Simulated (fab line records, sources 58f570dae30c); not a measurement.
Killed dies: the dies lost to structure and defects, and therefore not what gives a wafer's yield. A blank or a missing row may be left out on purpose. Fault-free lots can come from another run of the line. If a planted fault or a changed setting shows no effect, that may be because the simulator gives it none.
fab line records + flow berkeley-cmos170
record
- lots=5
- wafers=23
route steps=331 shown BACKSIDE@202 SDANNEAL@204 NSD@207 CONTACT@220 M1@250 M2@284 V2@306 M3@327
start-h: start of the lot's first displayed wafer, in hours after the record's first day + wait-h: hours elapsed since this lot's preceding step + " unchanged from the row above + L1.1+2: a row that stands for several wafers + - no value, or no start given + * or withheld: withheld + < > ~ a bound
route shown NAME@n: a module of which the file shows steps, and the number in the route of the first + usual: mean and standard deviation over wafers with no fault + same: alike in all rows + chamber/n: place in a boat + sites: each site's reading + _std_site: standard deviation across them + _edge_site: the outer-site mean with the inner-site mean subtracted + radius-mm: for every site, how far away it sits from the centre of the wafer + mask NAME#n: copy n + behind: tool/chamber where the wafer was last shaped + hold: why the lot went on hold/how many hours it stayed there/how the hold came to an end + device: whichever transistor did not switch (one of n, p or np) + end of line: the tests these same wafers got at the end of their route + where a step has no rows: the recipe by itself + killed: at the first sort, the dies lost to defects and structure; wafer yield is something else + map: per-die view of a wafer (x killed, . not killed, _ where there is no die)
set.NAME: the setting as run; set.NAME@STEP: as run at that earlier step + model.NAME: the simulator's own value behind a step, which no gauge read
lots whose settings were changed on purpose; a table a step, a row a wafer
## steps
# step UCB170_BACKSIDE_STRIP_03
# recipe
- chemistry=O2
- power-w=400
- pressure-mtorr=3500
- platen-temp-c=withheld
- o2-flow-sccm=400
- overash-fraction=0.5
# usual
- oes-product-au=0.734/0.0044
- strip-time-to-endpoint-s=21.97/0.065
| lot.wafer | tool            | chamber | start-h | wait-h | set.power-w | oes-product-au | strip-time-to-endpoint-s |
|-----------|-----------------|---------|---------|--------|-------------|----------------|--------------------------|
| L074.1    | plasma-asher-03 | 0       | 173.31  | 0.1    | 435.8       | 0.760          | 20.53                    |
| L074.2    | "               | 1       | "       | "      | 400         | 0.734          | 21.96                    |
| L074.3    | "               | 1       | "       | "      | 400         | 0.730          | 21.95                    |
| L074.4    | "               | 0       | "       | "      | 400         | 0.734          | 21.87                    |
| L074.6    | "               | 0       | "       | "      | 435.8       | 0.773          | 20.59                    |
| L079.1    | plasma-asher-02 | 0       | 190.13  | 0.1    | 400         | 0.735          | 22.02                    |
| L079.2    | "               | 1       | "       | "      | 400         | 0.736          | 21.89                    |
| L079.3    | "               | 0       | "       | "      | 400         | 0.734          | 21.91                    |
| L079.4    | "               | 1       | "       | "      | 400         | 0.741          | 21.96                    |
| L079.5    | "               | 0       | "       | "      | 400         | 0.730          | 21.95                    |
| L080.1    | plasma-asher-02 | 0       | 207.73  | 0.1    | 400         | 0.726          | 22.08                    |
| L080.2    | "               | 1       | "       | "      | 400         | 0.734          | 22.01                    |
| L080.3    | "               | 0       | "       | "      | 400         | 0.734          | 21.97                    |
| L080.4    | "               | 1       | "       | "      | 400         | 0.731          | 22.06                    |
| L080.6    | "               | 1       | "       | "      | 400         | 0.735          | 21.95                    |
| L083.3    | plasma-asher-01 | 1       | 218.75  | 0.1    | 400         | 0.739          | 21.92                    |
| L083.4    | "               | 0       | "       | "      | 400         | 0.739          | 21.98                    |
| L083.5    | "               | 1       | "       | "      | 400         | 0.730          | 22.00                    |
| L084.2    | plasma-asher-03 | 1       | 230.81  | 0.1    | 373.5       | 0.711          | 23.16                    |
| L084.3    | "               | 1       | "       | "      | 400         | 0.735          | 22.00                    |
| L084.4    | "               | 0       | "       | "      | 373.5       | 0.712          | 23.19                    |
| L084.5    | "               | 1       | "       | "      | 400         | 0.738          | 22.01                    |
| L084.6    | "               | 0       | "       | "      | 400         | 0.738          | 22.01                    |
# step UCB170_BACKSIDE_CLEAN_04
# recipe
- chemistry=SPM
- temp-c=120
- time-s=600
# step UCB170_SDANNEAL_RTA_00
# recipe
- temp-c=900
- time-s=10
- ambient=N2
# step UCB170_SDANNEAL_RTA_01
# recipe
- temp-c=1050
- time-s=5
- ambient=N2
# step UCB170_SDANNEAL_RS_MEAS_03
# recipe
- thk-meas-gauge=four-point-probe
# usual
- NSD_RS=37.27/0.091
| lot.wafer | tool          | chamber | start-h | wait-h | set.dose-cm2@NSD_IMPLANT_08 | NSD_RS[ohm/sq] |
|-----------|---------------|---------|---------|--------|-----------------------------|----------------|
| L074.1    | film-metro-01 | -       | 173.83  | 0.1    | 3e+15                       | 37.17          |
| L074.2    | "             | -       | "       | "      | 3e+15                       | 37.21          |
| L074.3    | "             | -       | "       | "      | 3e+15                       | 37.33          |
| L074.4    | "             | -       | "       | "      | 3e+15                       | 37.12          |
| L074.6    | "             | -       | "       | "      | 3e+15                       | 37.16          |
| L079.1    | film-metro-01 | -       | 190.65  | 0.1    | 3e+15                       | 37.29          |
| L079.2    | "             | -       | "       | "      | 2.919e+15                   | 37.73          |
| L079.3    | "             | -       | "       | "      | 2.919e+15                   | 37.68          |
| L079.4    | "             | -       | "       | "      | 3e+15                       | 37.34          |
| L079.5    | "             | -       | "       | "      | 2.919e+15                   | 37.72          |
| L080.1    | film-metro-01 | -       | 208.27  | 0.1    | 3.081e+15                   | 36.77          |
| L080.2    | "             | -       | "       | "      | 3e+15                       | 37.23          |
| L080.3    | "             | -       | "       | "      | 3.081e+15                   | 36.73          |
| L080.4    | "             | -       | "       | "      | 3e+15                       | 37.18          |
| L080.6    | "             | -       | "       | "      | 3.081e+15                   | 36.71          |
| L083.3    | film-metro-04 | -       | 219.30  | 0.1    | 3e+15                       | 37.24          |
| L083.4    | "             | -       | "       | "      | 3e+15                       | 37.13          |
| L083.5    | "             | -       | "       | "      | 3e+15                       | 37.15          |
| L084.2    | film-metro-02 | -       | 231.35  | 0.1    | 3e+15                       | 37.35          |
| L084.3    | "             | -       | "       | "      | 3e+15                       | 37.37          |
| L084.4    | "             | -       | "       | "      | 3e+15                       | 37.36          |
| L084.5    | "             | -       | "       | "      | 3e+15                       | 37.28          |
| L084.6    | "             | -       | "       | "      | 3e+15                       | 37.37          |
# step UCB170_CONTACT_COAT_04
# recipe
- resist=KrF
- spin-rpm=1500
- resist-thk-nm=900
| lot.wafer | tool           | chamber | start-h | wait-h | set.spin-rpm | model.KrF_of_CONTACT_COAT_04.thk-nm |
|-----------|----------------|---------|---------|--------|--------------|-------------------------------------|
| L074.1+2  | litho-track-03 | 0       | 176.93  | 0.1    | 1592         | 868.2                               |
| L074.3    | "              | 0       | "       | "      | 1500         | 897.1                               |
| L074.4    | "              | 0       | "       | "      | 1500         | 895                                 |
| L074.6    | "              | 0       | "       | "      | 1592         | 870.1                               |
| L079.1    | litho-track-03 | 0       | 193.57  | 0.1    | 1500         | 896.6                               |
| L079.2    | "              | 0       | "       | "      | 1599         | 870.9                               |
| L079.3    | "              | 0       | "       | "      | 1500         | 899.7                               |
| L079.4    | "              | 0       | "       | "      | 1500         | 897.6                               |
| L079.5    | "              | 0       | "       | "      | 1599         | 870.7                               |
| L080.1    | litho-track-04 | 0       | 212.69  | 0.1    | 1500         | 901                                 |
| L080.2    | "              | 0       | "       | "      | 1462         | 913.5                               |
| L080.3    | "              | 0       | "       | "      | 1462         | 912.8                               |
| L080.4    | "              | 0       | "       | "      | 1500         | 899.4                               |
| L080.6    | "              | 0       | "       | "      | 1462         | 912.7                               |
| L083.3    | litho-track-01 | 0       | 223.52  | 0.1    | 1500         | 898.2                               |
| L083.4    | "              | 0       | "       | "      | 1500         | 897.6                               |
| L083.5    | "              | 0       | "       | "      | 1500         | 901.4                               |
| L084.2    | litho-track-01 | 0       | 236.02  | 0.1    | 1598         | 869.1                               |
| L084.3    | "              | 0       | "       | "      | 1598         | 868.7                               |
| L084.4    | "              | 0       | "       | "      | 1500         | 898.8                               |
| L084.5    | "              | 0       | "       | "      | 1500         | 896.5                               |
| L084.6    | "              | 0       | "       | "      | 1500         | 896.7                               |
# step UCB170_CONTACT_SOFTBAKE_05
# recipe
- resist=KrF
- temp-c=130
- time-s=60
# step UCB170_CONTACT_STRIP_06
# recipe
- chemistry=O2
- power-w=400
- pressure-mtorr=3500
- platen-temp-c=withheld
- o2-flow-sccm=400
- overash-fraction=0.5
# usual
- strip-time-to-endpoint-s=21.93/0.061
| lot.wafer | tool            | chamber | start-h | wait-h | set.spin-rpm@CONTACT_COAT_04 | strip-time-to-endpoint-s |
|-----------|-----------------|---------|---------|--------|------------------------------|--------------------------|
| L074.1    | plasma-asher-03 | 0       | 177.23  | 0.1    | 1592                         | 21.18                    |
| L074.2    | "               | 1       | "       | "      | 1592                         | 21.23                    |
| L074.3    | "               | 1       | "       | "      | 1500                         | 21.90                    |
| L074.4    | "               | 0       | "       | "      | 1500                         | 21.84                    |
| L074.6    | "               | 0       | "       | "      | 1592                         | 21.24                    |
| L079.1    | plasma-asher-03 | 0       | 193.87  | 0.1    | 1500                         | 21.89                    |
| L079.2    | "               | 1       | "       | "      | 1599                         | 21.26                    |
| L079.3    | "               | 0       | "       | "      | 1500                         | 21.95                    |
| L079.4    | "               | 1       | "       | "      | 1500                         | 21.92                    |
| L079.5    | "               | 1       | "       | "      | 1599                         | 21.27                    |
| L080.1    | plasma-asher-02 | 1       | 212.99  | 0.1    | 1500                         | 22.00                    |
| L080.2    | "               | 0       | "       | "      | 1462                         | 22.29                    |
| L080.3    | "               | 1       | "       | "      | 1462                         | 22.26                    |
| L080.4    | "               | 0       | "       | "      | 1500                         | 21.94                    |
| L080.6    | "               | 0       | "       | "      | 1462                         | 22.29                    |
| L083.3    | plasma-asher-02 | 1       | 223.80  | 0.1    | 1500                         | 21.91                    |
| L083.4    | "               | 0       | "       | "      | 1500                         | 21.93                    |
| L083.5    | "               | 1       | "       | "      | 1500                         | 22.02                    |
| L084.2    | plasma-asher-04 | 0       | 236.29  | 0.1    | 1598                         | 21.22                    |
| L084.3    | "               | 1       | "       | "      | 1598                         | 21.22                    |
| L084.4    | "               | 0       | "       | "      | 1500                         | 21.94                    |
| L084.5    | "               | 1       | "       | "      | 1500                         | 21.88                    |
| L084.6    | "               | 0       | "       | "      | 1500                         | 21.87                    |
# step UCB170_M1_METAL_ETCH_12
# recipe
- chemistry=Cl2/BCl3
- target=Al
- stop-on=PSG
- pressure-mtorr=12
- target-depth-a=7800
- over-etch-frac=0.3
- time-s=130
- icp-w=600
- bias-w=120
- Cl2_flow_sccm=90
- bcl3-flow-sccm=45
# usual
- oes-product-au=0.854/0.01
| lot.wafer | tool         | chamber | start-h | wait-h | set.time-s | oes-product-au | model.KrF_of_M1_COAT_04.thk-nm |
|-----------|--------------|---------|---------|--------|------------|----------------|--------------------------------|
| L074.1    | rie-metal-01 | 0       | 181.15  | -      | 130        | 0.866          | 426.7                          |
| L074.2    | "            | 1       | "       | "      | 130        | 0.871          | 437.8                          |
| L074.3    | "            | 1       | "       | "      | 130        | 0.863          | 438.7                          |
| L074.4    | "            | 0       | "       | "      | 113.8      | 0.924          | 486.5                          |
| L074.6    | "            | 1       | "       | "      | 113.8      | 0.935          | 496.7                          |
| L079.1    | rie-metal-03 | 1       | 197.43  | -      | 118.6      | 0.896          | 486.4                          |
| L079.2    | "            | 0       | "       | "      | 118.6      | 0.902          | 494.3                          |
| L079.3    | "            | 1       | "       | "      | 130        | 0.846          | 455                            |
| L079.4    | "            | 0       | "       | "      | 118.6      | 0.905          | 497.3                          |
| L079.5    | "            | 0       | "       | "      | 130        | 0.859          | 457.8                          |
| L080.1    | rie-metal-04 | 0       | 216.85  | -      | 130        | 0.838          | 456.3                          |
| L080.2    | "            | 1       | "       | "      | 130        | 0.846          | 433.2                          |
| L080.3    | "            | 0       | "       | "      | 116.3      | 0.892          | 499.5                          |
| L080.4    | "            | 1       | "       | "      | 130        | 0.844          | 432.6                          |
| L080.6    | "            | 0       | "       | "      | 116.3      | 0.898          | 497.7                          |
| L083.3    | rie-metal-01 | 1       | 227.19  | -      | 130        | 0.865          | 437.8                          |
| L083.4    | "            | 0       | "       | "      | 130        | 0.858          | 432.2                          |
| L083.5    | "            | 1       | "       | "      | 130        | 0.869          | 438.6                          |
| L084.2    | rie-metal-03 | 0       | 240.84  | -      | 135.9      | 0.854          | 433.9                          |
| L084.3    | "            | 0       | "       | "      | 130        | 0.870          | 450.3                          |
| L084.4    | "            | 1       | "       | "      | 135.9      | 0.854          | 418.8                          |
| L084.5    | "            | 0       | "       | "      | 135.9      | 0.866          | 434.7                          |
| L084.6    | "            | 1       | "       | "      | 130        | 0.862          | 440.7                          |
# step UCB170_M2_PEB_13
# recipe
- peb-temp-c=130
- peb-time-s=withheld
- resist=KrF
| lot.wafer      | tool           | chamber | start-h | wait-h | set.peb-temp-c |
|----------------|----------------|---------|---------|--------|----------------|
| L074.1+2+3+4+6 | litho-track-03 | 0       | 189.32  | 0.1    | 130            |
| L079.1+3       | litho-track-02 | 0       | 204.61  | 0.1    | 131.5          |
| L079.2+4+5     | "              | 0       | "       | "      | 130            |
| L080.1+2       | litho-track-03 | 0       | 223.10  | 0.1    | 127.4          |
| L080.3+4+6     | "              | 0       | "       | "      | 130            |
| L083.3+4+5     | litho-track-02 | 0       | 233.68  | 0.3    | 130            |
| L084.2+6       | litho-track-03 | 0       | 247.22  | 0.1    | 130            |
| L084.3+4+5     | "              | 0       | "       | "      | 128.6          |
# step UCB170_M2_DEVELOP_14
# recipe
- developer=TMAH
- develop-time-s=45
- resist=KrF
- dev-temp-c=21
# step UCB170_M2_CD_MEAS_15
# recipe
- target-cd-nm=700
# usual
- cd-nm=699.9/1.4
| lot.wafer | tool      | chamber | start-h | wait-h | set.peb-temp-c@M2_PEB_13 | cd-nm |
|-----------|-----------|---------|---------|--------|--------------------------|-------|
| L074.1    | cd-sem-02 | -       | 189.65  | -      | 130                      | 699.9 |
| L074.2    | "         | -       | "       | "      | 130                      | 698.6 |
| L074.3    | "         | -       | "       | "      | 130                      | 698.0 |
| L074.4    | "         | -       | "       | "      | 130                      | 698.3 |
| L074.6    | "         | -       | "       | "      | 130                      | 699.7 |
| L079.1    | cd-sem-02 | -       | 204.89  | -      | 131.5                    | 688.5 |
| L079.2    | "         | -       | "       | "      | 130                      | 700.3 |
| L079.3    | "         | -       | "       | "      | 131.5                    | 689.3 |
| L079.4    | "         | -       | "       | "      | 130                      | 698.7 |
| L079.5    | "         | -       | "       | "      | 130                      | 699.6 |
| L080.1    | cd-sem-01 | -       | 223.37  | -      | 127.4                    | 720.4 |
| L080.2    | "         | -       | "       | "      | 127.4                    | 719.3 |
| L080.3    | "         | -       | "       | "      | 130                      | 699.8 |
| L080.4    | "         | -       | "       | "      | 130                      | 700.7 |
| L080.6    | "         | -       | "       | "      | 130                      | 700.2 |
| L083.3    | cd-sem-02 | -       | 233.94  | -      | 130                      | 700.1 |
| L083.4    | "         | -       | "       | "      | 130                      | 699.3 |
| L083.5    | "         | -       | "       | "      | 130                      | 698.4 |
| L084.2    | cd-sem-01 | -       | 247.49  | -      | 130                      | 700.7 |
| L084.3    | "         | -       | "       | "      | 128.6                    | 710.3 |
| L084.4    | "         | -       | "       | "      | 128.6                    | 710.5 |
| L084.5    | "         | -       | "       | "      | 128.6                    | 709.5 |
| L084.6    | "         | -       | "       | "      | 130                      | 700.5 |
# step UCB170_V2_ETCH_14
# recipe
- chemistry=CHF3/CF4/Ar
- target=SiO2
- stop-on=Al
- CHF3_flow_sccm=45
- cf4-flow-sccm=15
- Ar_flow_sccm=150
- pressure-mtorr=200
- rf-w=700
- target-depth-a=12500
- over-etch-frac=0.25
- time-s=291
| lot.wafer | tool        | chamber | start-h | wait-h | set.time-s | model.KrF_of_V2_COAT_07.thk-nm |
|-----------|-------------|---------|---------|--------|------------|--------------------------------|
| L074.1    | rie-diel-01 | 1       | 192.51  | 0.0    | 311.7      | 589.8                          |
| L074.2+4  | "           | 0,2     | "       | "      | 291        | 613.6                          |
| L074.3    | "           | 3       | "       | "      | 311.7      | 598.3                          |
| L074.6    | "           | 1       | "       | "      | 311.7      | 593.6                          |
| L079.1    | rie-diel-04 | 0       | 207.75  | 0.0    | 291        | 603.2                          |
| L079.2    | "           | 1       | "       | "      | 291        | 604.2                          |
| L079.3    | "           | 3       | "       | "      | 291        | 611                            |
| L079.4    | "           | 2       | "       | "      | 291        | 604                            |
| L079.5    | "           | 2       | "       | "      | 291        | 600.2                          |
| L080.1    | rie-diel-04 | 0       | 226.35  | 0.0    | 291        | 608.7                          |
| L080.2    | "           | 3       | "       | "      | 291        | 610.4                          |
| L080.3    | "           | 2       | "       | "      | 291        | 604.6                          |
| L080.4    | "           | 1       | "       | "      | 291        | 609.3                          |
| L080.6    | "           | 3       | "       | "      | 291        | 611.8                          |
| L083.3    | rie-diel-01 | 2       | 236.39  | 0.0    | 291        | 601                            |
| L083.4    | "           | 3       | "       | "      | 291        | 606.5                          |
| L083.5    | "           | 3       | "       | "      | 291        | 611.2                          |
| L084.2    | rie-diel-04 | 3       | 250.07  | 0.0    | 326.8      | 579.2                          |
| L084.3    | "           | 0       | "       | "      | 291        | 604.3                          |
| L084.4    | "           | 2       | "       | "      | 291        | 604.4                          |
| L084.5    | "           | 0       | "       | "      | 326.8      | 569.4                          |
| L084.6    | "           | 1       | "       | "      | 326.8      | 573.7                          |
# step UCB170_V2_STRIP_15
# recipe
- chemistry=O2
- power-w=400
- pressure-mtorr=3500
- platen-temp-c=withheld
- o2-flow-sccm=400
- overash-fraction=0.5
# usual
- strip-time-to-endpoint-s=15.29/0.11
| lot.wafer | tool            | chamber | start-h | wait-h | set.time-s@V2_ETCH_14 | strip-time-to-endpoint-s |
|-----------|-----------------|---------|---------|--------|-----------------------|--------------------------|
| L074.1    | plasma-asher-02 | 0       | 192.69  | 0.1    | 311.7                 | 14.83                    |
| L074.2    | "               | 1       | "       | "      | 291                   | 15.40                    |
| L074.3    | "               | 1       | "       | "      | 311.7                 | 15.05                    |
| L074.4    | "               | 0       | "       | "      | 291                   | 15.39                    |
| L074.6    | "               | 0       | "       | "      | 311.7                 | 14.93                    |
| L079.1    | plasma-asher-03 | 0       | 207.93  | 0.1    | 291                   | 15.16                    |
| L079.2    | "               | 1       | "       | "      | 291                   | 15.17                    |
| L079.3    | "               | 1       | "       | "      | 291                   | 15.33                    |
| L079.4    | "               | 0       | "       | "      | 291                   | 15.17                    |
| L079.5    | "               | 1       | "       | "      | 291                   | 15.09                    |
| L080.1    | plasma-asher-03 | 0       | 226.53  | 0.1    | 291                   | 15.28                    |
| L080.2    | "               | 1       | "       | "      | 291                   | 15.33                    |
| L080.3    | "               | 0       | "       | "      | 291                   | 15.18                    |
| L080.4    | "               | 1       | "       | "      | 291                   | 15.31                    |
| L080.6    | "               | 0       | "       | "      | 291                   | 15.34                    |
| L083.3    | plasma-asher-03 | 1       | 236.60  | 0.1    | 291                   | 15.08                    |
| L083.4    | "               | 0       | "       | "      | 291                   | 15.24                    |
| L083.5    | "               | 1       | "       | "      | 291                   | 15.34                    |
| L084.2    | plasma-asher-03 | 0       | 250.24  | 0.1    | 326.8                 | 14.56                    |
| L084.3    | "               | 1       | "       | "      | 291                   | 15.18                    |
| L084.4    | "               | 0       | "       | "      | 291                   | 15.18                    |
| L084.5    | "               | 0       | "       | "      | 326.8                 | 14.34                    |
| L084.6    | "               | 1       | "       | "      | 326.8                 | 14.46                    |
# step UCB170_M3_METAL_ETCH_18
# recipe
- chemistry=Cl2/BCl3
- target=Al
- stop-on=SiO2
- pressure-mtorr=12
- target-depth-a=11700
- over-etch-frac=0.3
- time-s=195
- icp-w=600
- bias-w=120
- Cl2_flow_sccm=90
- bcl3-flow-sccm=45
| lot.wafer | tool         | chamber | start-h | wait-h | set.time-s | model.KrF_of_M3_COAT_10.thk-nm | model.SiO2_of_V2_CVD_00.thk-nm |
|-----------|--------------|---------|---------|--------|------------|--------------------------------|--------------------------------|
| L074.1    | rie-metal-01 | 1       | 195.23  | -      | 203.5      | 185.5                          | 936                            |
| L074.2    | "            | 0       | "       | "      | 203.5      | 181                            | 934.4                          |
| L074.3    | "            | 1       | "       | "      | 195        | 215.1                          | 939.6                          |
| L074.4    | "            | 0       | "       | "      | 203.5      | 176.4                          | 935.9                          |
| L074.6    | "            | 1       | "       | "      | 195        | 216.7                          | 937.6                          |
| L079.1    | rie-metal-04 | 0       | 210.37  | -      | 166.4      | 324.9                          | 948.5                          |
| L079.2    | "            | 1       | "       | "      | 166.4      | 296.8                          | 945.3                          |
| L079.3    | "            | 0       | "       | "      | 195        | 223.1                          | 938.2                          |
| L079.4    | "            | 1       | "       | "      | 195        | 200.1                          | 938                            |
| L079.5    | "            | 0       | "       | "      | 195        | 233.5                          | 940.8                          |
| L080.1    | rie-metal-02 | 1       | 228.85  | -      | 195        | 203.5                          | 937.7                          |
| L080.2    | "            | 0       | "       | "      | 217.7      | 138.4                          | 927.8                          |
| L080.3    | "            | 1       | "       | "      | 217.7      | 123.2                          | 931.6                          |
| L080.4    | "            | 0       | "       | "      | 195        | 210.7                          | 938.4                          |
| L080.6    | "            | 0       | "       | "      | 217.7      | 129.8                          | 929.5                          |
| L083.3    | rie-metal-02 | 1       | 240.73  | -      | 195        | 214.8                          | 939.4                          |
| L083.4    | "            | 0       | "       | "      | 195        | 218.3                          | 939.3                          |
| L083.5    | "            | 1       | "       | "      | 195        | 207.3                          | 939.6                          |
| L084.2    | rie-metal-02 | 1       | 252.86  | -      | 195        | 207.2                          | 937.7                          |
| L084.3    | "            | 1       | "       | "      | 195        | 202.7                          | 938.7                          |
| L084.4    | "            | 0       | "       | "      | 186.9      | 235.6                          | 942                            |
| L084.5    | "            | 0       | "       | "      | 186.9      | 240.5                          | 941.1                          |
| L084.6    | "            | 1       | "       | "      | 186.9      | 232.6                          | 941.6                          |
# step UCB170_M3_STRIP_19
# recipe
- chemistry=O2
- power-w=400
- pressure-mtorr=3500
- platen-temp-c=withheld
- o2-flow-sccm=400
- overash-fraction=0.5
# usual
- oes-product-au=0.543/0.013
| lot.wafer | tool            | chamber | start-h | wait-h | set.time-s@M3_METAL_ETCH_18 | oes-product-au |
|-----------|-----------------|---------|---------|--------|-----------------------------|----------------|
| L074.1    | plasma-asher-04 | 0       | 195.41  | 0.1    | 203.5                       | 0.519          |
| L074.2    | "               | 1       | "       | "      | 203.5                       | 0.520          |
| L074.3    | "               | 1       | "       | "      | 195                         | 0.548          |
| L074.4    | "               | 0       | "       | "      | 203.5                       | 0.506          |
| L074.6    | "               | 0       | "       | "      | 195                         | 0.552          |
| L079.1    | plasma-asher-03 | 0       | 210.55  | 0.1    | 166.4                       | 0.655          |
| L079.2    | "               | 1       | "       | "      | 166.4                       | 0.632          |
| L079.3    | "               | 1       | "       | "      | 195                         | 0.558          |
| L079.4    | "               | 0       | "       | "      | 195                         | 0.527          |
| L079.5    | "               | 1       | "       | "      | 195                         | 0.571          |
| L080.1    | plasma-asher-04 | 1       | 229.04  | 0.1    | 195                         | 0.534          |
| L080.2    | "               | 0       | "       | "      | 217.7                       | 0.472          |
| L080.3    | "               | 1       | "       | "      | 217.7                       | 0.449          |
| L080.4    | "               | 0       | "       | "      | 195                         | 0.541          |
| L080.6    | "               | 1       | "       | "      | 217.7                       | 0.462          |
| L083.3    | plasma-asher-01 | 0       | 240.89  | 0.1    | 195                         | 0.546          |
| L083.4    | "               | 1       | "       | "      | 195                         | 0.550          |
| L083.5    | "               | 0       | "       | "      | 195                         | 0.545          |
| L084.2    | plasma-asher-01 | 0       | 253.05  | 0.1    | 195                         | 0.534          |
| L084.3    | "               | 0       | "       | "      | 195                         | 0.536          |
| L084.4    | "               | 1       | "       | "      | 186.9                       | 0.566          |
| L084.5    | "               | 1       | "       | "      | 186.9                       | 0.573          |
| L084.6    | "               | 0       | "       | "      | 186.9                       | 0.563          |
## key
split
- step=UCB170_BACKSIDE_STRIP_03
- setting=power-w
- stated=400
- by=wafer
response
- step=UCB170_BACKSIDE_STRIP_03
- reading=oes-product-au
- change=+0.00379
- per=1%
- r=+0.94
response
- step=UCB170_BACKSIDE_STRIP_03
- reading=strip-time-to-endpoint-s
- change=*
- per=1%
- r=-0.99
split
- step=UCB170_CONTACT_COAT_04
- setting=spin-rpm
- stated=1500
- by=wafer
response
- step=UCB170_CONTACT_COAT_04
- reading=model.KrF_of_CONTACT_COAT_04.thk-nm
- change=-4.33
- per=1%
- r=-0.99
response
- step=UCB170_CONTACT_STRIP_06
- reading=strip-time-to-endpoint-s
- change=*
- per=1%
- r=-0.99
split
- step=UCB170_M1_METAL_ETCH_12
- setting=time-s
- stated=130
- by=wafer
response
- step=UCB170_M1_METAL_ETCH_12
- reading=oes-product-au
- change=-0.00491
- per=1%
- r=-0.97
response
- step=UCB170_M1_METAL_ETCH_12
- reading=model.KrF_of_M1_COAT_04.thk-nm
- change=-4.71
- per=1%
- r=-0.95
split
- step=UCB170_M2_PEB_13
- setting=peb-temp-c
- stated=130
- by=wafer
response
- step=UCB170_M2_CD_MEAS_15
- reading=cd-nm
- change=-9.51
- per=1%
- r=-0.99
split
- step=UCB170_V2_ETCH_14
- setting=time-s
- stated=291
- by=wafer
response
- step=UCB170_V2_ETCH_14
- reading=model.KrF_of_V2_COAT_07.thk-nm
- change=-2.54
- per=1%
- r=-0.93
response
- step=UCB170_V2_STRIP_15
- reading=strip-time-to-endpoint-s
- change=*
- per=1%
- r=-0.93
split
- step=UCB170_M3_METAL_ETCH_18
- setting=time-s
- stated=195
- by=wafer
response
- step=UCB170_M3_METAL_ETCH_18
- reading=model.KrF_of_M3_COAT_10.thk-nm
- change=-6.52
- per=1%
- r=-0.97
response
- step=UCB170_M3_METAL_ETCH_18
- reading=model.SiO2_of_V2_CVD_00.thk-nm
- change=-0.623
- per=1%
- r=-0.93
response
- step=UCB170_M3_STRIP_19
- reading=oes-product-au
- change=-0.00651
- per=1%
- r=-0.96
split outside-this-file step=UCB170_NSD_IMPLANT_08 setting=dose-cm2
# split outside-this-file: this setting was split too, and the file shows its column; the key of that split is in another file
